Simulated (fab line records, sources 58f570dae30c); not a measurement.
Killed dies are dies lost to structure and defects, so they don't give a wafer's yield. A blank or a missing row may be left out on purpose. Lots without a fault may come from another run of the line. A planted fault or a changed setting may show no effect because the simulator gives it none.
Split-lot experiment | flow berkeley_cmos170 | 5 lots, 23 wafers read, on a route of 331 steps

THE SPLIT
At UCB170_PLDD_EXPOSE_03 (exposes mask PSELECT, target cd 1200 nm), the setting dose_mj was moved away from the recipe's 30 on 7 of the 23 wafers read, by +3.3% to +7.0%. The other wafers ran this setting at the recipe's value.

FROM THE SPLIT TO THE READING: what the file shows between them, 2 steps
- UCB170_PLDD_PEB_04
- UCB170_PLDD_DEVELOP_05: develop time 45 s

THE READING
cd_nm, in nm, at UCB170_PLDD_CD_MEAS_06 (target cd 1200 nm). Fault-free wafers of this fab line usually give 1200.2 nm, standard deviation 1.4 nm.

wafer  | tool, chamber at the split | dose_mj as run | against the recipe | cd_nm, nm | against lot-mates on the recipe
L077.1 | krf_scanner-02, 0          | 30             | recipe             | 1201.8    | -
L077.2 | krf_scanner-02, 0          | 30             | recipe             | 1201.4    | -
L077.4 | krf_scanner-02, 0          | 30             | recipe             | 1201.7    | -
L082.1 | krf_scanner-02, 0          | 30             | recipe             | 1198.3    | -
L082.2 | krf_scanner-02, 0          | 30             | recipe             | 1198.2    | -
L082.4 | krf_scanner-02, 0          | 30             | recipe             | 1198.7    | -
L082.5 | krf_scanner-02, 0          | 30             | recipe             | 1198.0    | -
L082.6 | krf_scanner-02, 0          | 30             | recipe             | 1200.9    | -
L084.1 | krf_scanner-01, 0          | 30.98          | +3.3%              | 1206.1    | +6.2
L084.2 | krf_scanner-01, 0          | 30             | recipe             | 1199.1    | -
L084.4 | krf_scanner-01, 0          | 30             | recipe             | 1200.3    | -
L084.5 | krf_scanner-01, 0          | 30             | recipe             | 1200.4    | -
L084.6 | krf_scanner-01, 0          | 30.98          | +3.3%              | 1207.1    | +7.2
L080.2 | krf_scanner-02, 0          | 30             | recipe             | 1198.8    | -
L080.3 | krf_scanner-02, 0          | 31.96          | +6.5%              | 1210.3    | +11.0
L080.4 | krf_scanner-02, 0          | 30             | recipe             | 1199.7    | -
L080.5 | krf_scanner-02, 0          | 31.96          | +6.5%              | 1211.3    | +12.0
L080.6 | krf_scanner-02, 0          | 31.96          | +6.5%              | 1210.9    | +11.7
L083.1 | krf_scanner-01, 0          | 30             | recipe             | 1199.0    | -
L083.2 | krf_scanner-01, 0          | 32.09          | +7.0%              | 1212.5    | +11.4
L083.3 | krf_scanner-01, 0          | 30             | recipe             | 1201.8    | -
L083.5 | krf_scanner-01, 0          | 32.09          | +7.0%              | 1214.3    | +13.2
L083.6 | krf_scanner-01, 0          | 30             | recipe             | 1202.4    | -

THE FIT
A straight line over all 23 wafers: cd_nm changes by +1.78 nm for each +1% of dose_mj; r = +0.97; the points scatter about the line by 1.4 nm.
The same after taking each lot's own level away (the mean of its wafers on the recipe; 23 wafers): +1.79 nm for each +1%; r = +0.98; scatter 0.92 nm.
On that fit, the largest move of dose_mj shifts the reading by 12 nm.
The lots' own levels span 1198.82 to 1201.63 nm, that is 2.0 times the standard deviation above.
So the lot-to-lot level changes the slope little: the two slopes agree.
Check: with one of the wafers moved furthest among these (+7.0%) left out of the fit, the line predicts +12.8 nm for it against its lot-mates. It came out at +11.4 nm against them.

THE FILE'S OWN FIT
cd_nm changes by +1.8 nm for each +1% of dose_mj, r = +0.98.
